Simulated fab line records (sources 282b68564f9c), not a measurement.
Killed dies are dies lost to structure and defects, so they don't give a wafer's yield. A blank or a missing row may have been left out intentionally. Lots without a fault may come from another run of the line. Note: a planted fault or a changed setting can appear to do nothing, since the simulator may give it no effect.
Tool commonality check :: flow ritCmos :: Sampled: 14 lots, 42 wafers

REASON FOR OPENING
At RIT_PRETRO_TW_MEAS_10 the reading PRETRO_TW is flagged on 2 of 14 lots. Wafers without a fault read 481.3, standard deviation 2.7.
Rule: a lot gets a flag if all its wafers with a number sit over 4 standard deviations from that mean, or if no wafer of it has a number. The other lots count as sound.

lot: L127
measured: day 2 10:47
on: filmMetro-04
PRETRO_TW, wafer by wafer: 478.6 481.3 479.3
flag: 

lot: L128
measured: day 2 18:31
on: filmMetro-04
PRETRO_TW, wafer by wafer: 482.3 483.1 481.0
flag: 

lot: L129
measured: day 3 01:31
on: filmMetro-04
PRETRO_TW, wafer by wafer: 483.5 482.9 483.0
flag: 

lot: L130
measured: day 3 04:15
on: filmMetro-04
PRETRO_TW, wafer by wafer: 482.6 481.2 483.0
flag: 

lot: L132
measured: day 3 16:18
on: filmMetro-04
PRETRO_TW, wafer by wafer: 482.8 482.8 482.1
flag: 

lot: L133
measured: day 3 19:04
on: filmMetro-01
PRETRO_TW, wafer by wafer: 476.3 477.7 474.2
flag: 

lot: L134
measured: day 4 01:08
on: filmMetro-01
PRETRO_TW, wafer by wafer: 482.8 480.2 483.0
flag: 

lot: L137
measured: day 4 16:31
on: filmMetro-04
PRETRO_TW, wafer by wafer: 485.9 482.9 481.1
flag: 

lot: L138
measured: day 4 19:00
on: filmMetro-04
PRETRO_TW, wafer by wafer: 485.1 483.2 482.6
flag: 

lot: L140
measured: day 5 04:41
on: filmMetro-04
PRETRO_TW, wafer by wafer: 479.0 483.2 482.4
flag: 

lot: L145
measured: day 6 04:07
on: filmMetro-04
PRETRO_TW, wafer by wafer: 480.8 479.5 482.3
flag: 

lot: L146
measured: day 6 07:56
on: filmMetro-04
PRETRO_TW, wafer by wafer: 502.9 503.7 506.7
flag: FLAGGED

lot: L147
measured: day 6 15:03
on: filmMetro-04
PRETRO_TW, wafer by wafer: 502.3 504.8 505.0
flag: FLAGGED

lot: L149
measured: day 7 01:03
on: filmMetro-04
PRETRO_TW, wafer by wafer: 478.3 478.3 478.3
flag: 
On average the flagged lots' numbers are 504.2, which is +22.9 against the usual, or +8 standard deviations.

TOOL THAT RAN EACH LOT
The record holds 1 process step before the reading, out of a route of 202 steps. Every cell lists first the tool, next ch and the chambers used by the sampled wafers, and last the start.
lot: L127
flag: 
RIT_PRETRO_IMPLANT_08: implanter-04 ch 0, day 2 10:28

lot: L128
flag: 
RIT_PRETRO_IMPLANT_08: implanter-03 ch 0, day 2 18:11

lot: L129
flag: 
RIT_PRETRO_IMPLANT_08: implanter-03 ch 0, day 3 01:11

lot: L130
flag: 
RIT_PRETRO_IMPLANT_08: implanter-03 ch 0, day 3 03:56

lot: L132
flag: 
RIT_PRETRO_IMPLANT_08: implanter-03 ch 0, day 3 16:01

lot: L133
flag: 
RIT_PRETRO_IMPLANT_08: implanter-02 ch 0, day 3 18:44

lot: L134
flag: 
RIT_PRETRO_IMPLANT_08: implanter-02 ch 0, day 4 00:50

lot: L137
flag: 
RIT_PRETRO_IMPLANT_08: implanter-04 ch 0, day 4 16:11

lot: L138
flag: 
RIT_PRETRO_IMPLANT_08: implanter-02 ch 0, day 4 18:41

lot: L140
flag: 
RIT_PRETRO_IMPLANT_08: implanter-04 ch 0, day 5 04:23

lot: L145
flag: 
RIT_PRETRO_IMPLANT_08: implanter-03 ch 0, day 6 03:48

lot: L146
flag: FLAGGED
RIT_PRETRO_IMPLANT_08: implanter-04 ch 0, day 6 07:37

lot: L147
flag: FLAGGED
RIT_PRETRO_IMPLANT_08: implanter-04 ch 0, day 6 14:46

lot: L149
flag: 
RIT_PRETRO_IMPLANT_08: implanter-02 ch 0, day 7 00:45
What the steps here do:
- RIT_PRETRO_IMPLANT_08
- RIT_PRETRO_TW_MEAS_10

FLAGGED AGAINST TOTAL, ONE TOOL AT A TIME (gauges that did the reading follow at the end)
step: RIT_PRETRO_IMPLANT_08
tool: implanter-02
lots run: 4
flagged: 0
share of the flagged lots: none
sound lots run after its first flagged lot: -

step: RIT_PRETRO_IMPLANT_08
tool: implanter-03
lots run: 5
flagged: 0
share of the flagged lots: none
sound lots run after its first flagged lot: -

step: RIT_PRETRO_IMPLANT_08
tool: implanter-04
lots run: 5
flagged: 2
share of the flagged lots: all
sound lots run after its first flagged lot: 0

step: RIT_PRETRO_TW_MEAS_10
tool: filmMetro-01
lots run: 2
flagged: 0
share of the flagged lots: none
sound lots run after its first flagged lot: -

step: RIT_PRETRO_TW_MEAS_10
tool: filmMetro-04
lots run: 12
flagged: 2
share of the flagged lots: all
sound lots run after its first flagged lot: 1 (L149)

WHAT THE TABLE PERMITS
implanter-04 at RIT_PRETRO_IMPLANT_08 and filmMetro-04 at RIT_PRETRO_TW_MEAS_10 are the 2 rows of the table that ran each flagged lot.
- implanter-04 at RIT_PRETRO_IMPLANT_08 ran 5 lots, 2 of them flagged. Its last sound lot is L140 (day 5 04:23), its first flagged lot L146 (day 6 07:37): a fault that began between those two fits. Its own readings lie more than 4 standard deviations out on every wafer of the flagged lots: beamEnergyKeV.
- filmMetro-04 at RIT_PRETRO_TW_MEAS_10 ran 12 lots, 2 of them flagged. Sound lots followed the first flagged one (L149) on it, something a lasting fault affecting the whole tool could not allow.
One tool is left: implanter-04 at RIT_PRETRO_IMPLANT_08.

WHAT THE SIMULATOR HAD PUT IN
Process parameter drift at RIT_PRETRO_IMPLANT_08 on implanter-04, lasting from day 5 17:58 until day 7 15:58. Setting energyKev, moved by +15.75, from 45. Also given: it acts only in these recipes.
Lots struck among those shown: L146, L147. This agrees with what the rule above found.
